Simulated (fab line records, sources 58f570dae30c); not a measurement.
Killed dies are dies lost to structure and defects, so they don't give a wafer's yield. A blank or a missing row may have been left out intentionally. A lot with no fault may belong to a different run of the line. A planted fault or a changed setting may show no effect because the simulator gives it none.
Which of the tools did it? | flow berkeley_cmos170 | Sampling: 11 lots, 33 wafers, 5 of 331 route steps

## WHAT EACH GAUGE READ, for each wafer
UCB170_V1_OVL_MEAS_13. Usual: V1_OVL 3 nm, standard deviation 5.8.
lot  | measured     | on         | V1_OVL (nm) | flag
L513 | day 8 06:55  | overlay-01 | 6 0 -1      |
L515 | day 8 15:32  | overlay-01 | 6 10 6      |
L514 | day 8 15:43  | overlay-02 | 9 8 11      |
L518 | day 9 09:49  | overlay-01 | -5 -1 -5    |
L516 | day 9 09:55  | overlay-01 | 0 -1 4      |
L517 | day 9 10:14  | overlay-01 | -1 -1 -2    |
L521 | day 10 08:14 | overlay-01 | -6 -3 -5    |
L522 | day 10 11:17 | overlay-01 | 14 20 15    |
L519 | day 10 11:35 | overlay-02 | 2 7 4       |
L526 | day 11 14:24 | overlay-02 | -5 0 -5     |
L533 | day 13 03:01 | overlay-01 | -4 1 4      |

UCB170_V1_CD_MEAS_90: the cd target is 700 nm. Usual: cd_nm reads 700.5 nm (standard deviation 1.7).
lot  | measured     | on        | cd_nm (nm)        | flag
L513 | day 8 07:15  | cd_sem-02 | 697.4 700.8 700.1 |
L515 | day 8 15:50  | cd_sem-01 | 700.0 698.1 697.6 |
L514 | day 8 16:02  | cd_sem-01 | 698.1 698.2 699.2 |
L518 | day 9 10:09  | cd_sem-02 | 701.4 701.2 700.8 |
L516 | day 9 10:15  | cd_sem-01 | 699.6 698.3 700.8 |
L517 | day 9 10:32  | cd_sem-02 | 701.2 700.5 701.1 |
L521 | day 10 08:33 | cd_sem-01 | 700.2 699.0 701.2 |
L522 | day 10 11:36 | cd_sem-01 | 700.6 702.2 701.5 |
L519 | day 10 11:55 | cd_sem-02 | 701.2 701.0 703.0 |
L526 | day 11 14:44 | cd_sem-02 | 703.1 700.9 700.1 |
L533 | day 13 03:20 | cd_sem-02 | 700.9 703.3 702.6 |

UCB170_M2_CD_MEAS_15: the cd target is 700 nm. Usual: cd_nm reads 700.0 nm (standard deviation 1.5).
lot  | measured     | on        | cd_nm (nm)        | flag
L513 | day 8 09:34  | cd_sem-01 | 700.9 699.9 701.1 |
L515 | day 8 18:00  | cd_sem-02 | 698.4 700.2 699.9 |
L514 | day 8 18:14  | cd_sem-02 | 703.0 703.5 703.2 |
L518 | day 9 12:15  | cd_sem-01 | 699.0 698.4 698.8 |
L516 | day 9 12:31  | cd_sem-02 | 697.9 698.8 698.3 |
L517 | day 9 12:37  | cd_sem-01 | 701.2 701.3 702.0 |
L521 | day 10 11:29 | cd_sem-02 | 699.6 699.0 699.0 |
L522 | day 10 14:09 | cd_sem-02 | 699.0 701.3 701.4 |
L519 | day 10 14:44 | cd_sem-01 | 699.9 700.5 699.8 |
L526 | day 11 16:49 | cd_sem-01 | 697.8 697.6 698.3 |
L533 | day 13 06:43 | cd_sem-01 | 699.7 697.0 698.1 |

UCB170_M3_OVL_MEAS_16. Usual: M3_OVL 0 nm, standard deviation 6.7.
lot  | measured     | on         | M3_OVL (nm) | flag
L513 | day 8 15:07  | overlay-01 | -8 1 -6     |
L515 | day 8 23:17  | overlay-02 | -4 -2 -4    |
L514 | day 8 23:29  | overlay-01 | -1 -1 1     |
L518 | day 9 18:38  | overlay-02 | -2 5 2      |
L516 | day 9 18:54  | overlay-02 | -9 -13 -10  |
L517 | day 9 19:27  | overlay-02 | 5 0 -4      |
L521 | day 10 17:03 | overlay-01 | 3 -1 6      |
L522 | day 10 20:56 | overlay-01 | 198 194 198 | OFF
L519 | day 10 21:13 | overlay-01 | 209 203 206 | OFF
L526 | day 11 21:54 | overlay-02 | -5 -9 -5    |
L533 | day 13 12:04 | overlay-01 | -4 -3 -2    |

## TOOL THAT RAN EACH LOT (tool first, then ch and the chambers of the sampled wafers, then the start)
lot  | UCB170_M3_EXPOSE_12
L513 | krf_scanner-01 ch 0, day 8 14:29
L515 | krf_scanner-01 ch 0, day 8 22:26
L514 | krf_scanner-01 ch 0, day 8 22:38
L518 | krf_scanner-01 ch 0, day 9 17:40
L516 | krf_scanner-01 ch 0, day 9 17:48
L517 | krf_scanner-02 ch 0, day 9 18:46
L521 | krf_scanner-02 ch 0, day 10 16:23
L522 | krf_scanner-02 ch 0, day 10 19:52
L519 | krf_scanner-02 ch 0, day 10 20:42
L526 | krf_scanner-01 ch 0, day 11 21:23
L533 | krf_scanner-01 ch 0, day 13 11:34
- UCB170_M3_EXPOSE_12: exposes mask METAL3, target cd 700 nm.

## WHAT THE TOOLS THEMSELVES READ (means of the sampled wafers that have a number; where no wafer has one, the mark that the record gives instead)
The record holds no such reading with a usual standard deviation.

## THE ANSWER, worked out from the rows above alone
Rule: lot off if the mean of its wafers having a number is beyond 3 standard deviations from the usual mean. Also off: a lot with no number at a reading for which 4 or more lots have one. Any other lot the step has rows for is counted as sound. After the gauges, taken in route order, come the tools' own readings; for these a lot's mean is taken, as printed above. At the first step where some lot is off, the reading lying furthest off is the one used; lots without a number count as furthest.
Off: at UCB170_M3_OVL_MEAS_16 (M3_OVL), L522, L519.
If a tool, at a process step before that reading, ran all the lots that are off and no sound lot after the first of them, it fits. Gauges at UCB170_M3_OVL_MEAS_16: tried the same way as those tools. One fits: UCB170_M3_EXPOSE_12 on krf_scanner-02. A fault onset in the window from L521 (day 10 16:23, its last sound lot) to L522 (day 10 19:52, its first lot off) fits.

## WHAT WAS PUT IN BY THE SIMULATOR
Scanner matching overlay: krf_scanner-02, from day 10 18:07 on, at UCB170_M3_EXPOSE_12. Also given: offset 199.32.
Shown lots that were struck: L522, L519. Same finding as the rule above.
